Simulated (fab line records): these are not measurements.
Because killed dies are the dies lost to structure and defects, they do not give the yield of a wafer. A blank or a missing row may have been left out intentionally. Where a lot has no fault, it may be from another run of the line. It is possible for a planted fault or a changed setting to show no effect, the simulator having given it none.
Problem report in the 8D (eight disciplines) form, filled by code | flow rit cmos | the parts of the form that need people (team, actions taken, sign-off) are left out

## 1. WHAT IS WRONG
GATE_POLY_THK at RIT_GATE_THK_MEAS_09 reads a mean of 199.5 nm on 3 wafers of 1 lot; wafers without a fault read 250.9 nm with a standard deviation of 2.2. That is -23 standard deviations from the usual mean.
Seen first at day 4 23:26 on film metro-04, wafer L644.2. At this step, 30 wafers from 10 lots have a number in the record. By rule, "out" or "out of limits" means more than 4 standard deviations away from the usual mean. The other wafers with a number count as sound.

## 2. WHAT IT IS, AND WHAT IT ISN'T
question                    | is                     | is not
which readings at this step | GATE_POLY_THK          | -
which lots                  | L644                   | L633, L634, L635, L636, L637, L638, L639, L641, L646
which wafers of those lots  | all that have a number | -
read on which gauges        | film metro-04          | film metro-01, film metro-03
when                        | from day 4 23:26       | up to then (24 sound wafers); but 3 sound wafers of L646 came after

## 3. WHAT RULES OUT EACH SUSPECT
Counting: a tool at a process step up to the reading stays a suspect if it ran every lot that is out and no sound lot after the first of them.
- ruled out: the gauge at RIT_GATE_THK_MEAS_09. All the wafers that are out were read on film metro-04, but those of them that RIT_GATE_CVD_08 has rows for are out there too, on other tools.
- plasma asher-01 at RIT_ACTIVE_STRIP_14 (strips in O2, time 180 s): kept. It ran the lot that is out, L644 (day 3 21:58), and no sound lot after that; its last sound lot up to then is L641 (day 3 06:59).
- lpcvd-02 at RIT_GATE_CVD_08 (deposits poly-Si from SiH4, target thk 250 nm, time 2220 s): kept. It ran the lot that is out, L644 (day 4 21:49), and no sound lot after that; its last sound lot up to then is L639 (day 3 21:45). Its own spike tc centre C, spike tc load C, spike tc source C readings are out on those wafers.
What counting leaves: plasma asher-01 at RIT_ACTIVE_STRIP_14 and lpcvd-02 at RIT_GATE_CVD_08.

## 4. THE CAUSE (what the simulator had put in)
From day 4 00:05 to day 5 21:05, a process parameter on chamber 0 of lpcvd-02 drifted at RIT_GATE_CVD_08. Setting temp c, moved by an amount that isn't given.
After counting, 2 suspects remain, this tool included.

## 5. SEQUENCE OF EFFECTS, ordered by route
Each row: a reading where the mean over the struck wafers with a number is more than 3 standard deviations away from the usual. Readings are gone through only where the record gives a usual standard deviation; hours: the median, over the lots, of the time from a lot's start at the first step in this table giving one to that lot's start at this step; sigmas: the change measured in usual standard deviations.
hours | step                 | reading           | usual      | on struck wafers | change | sigmas
0     | RIT_GATE_CVD_08      | spike tc centre C | 611.8 C    | 604.5            | -7.3   | -4.3
0     | RIT_GATE_CVD_08      | spike tc load C   | 633.0 C    | 621.1            | -11.9  | -5.4
0     | RIT_GATE_CVD_08      | spike tc source C | 631.5 C    | 619.5            | -12.0  | -8.0
2     | RIT_GATE_THK_MEAS_09 | GATE_POLY_THK     | 250.9 nm   | 199.5            | -51.4  | -23
3     | RIT_GATE_ETCH_19     | oes product au    | 0.848 a.u. | 0.722            | -0.126 | -13
Here are the process steps it includes:
- RIT_GATE_CVD_08: deposits poly-Si from SiH4, target thk 250 nm, time 2220 s.
- RIT_GATE_ETCH_19: etches poly-Si in SF6/CHF3/O2, stops on SiO2, time 165 s, target depth 312.5 nm.

## 6. HOW IT WOULD HAVE BEEN CAUGHT EARLIER
23 hours passed between the start of the fault at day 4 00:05 and the first reading out of limits at a measuring or inspecting step in this record, taken at day 4 23:26.
Tool's own readings at RIT_GATE_CVD_08, spike tc centre C, spike tc load C, spike tc source C: out on all struck wafers the step has rows for; an alarm limit on them would have tripped on the first.
By day 4 23:26 the whole set of lots that are out, 1 in number, had already begun RIT_GATE_CVD_08 on lpcvd-02. Had the tool been put on hold then, not one of them would have been saved.
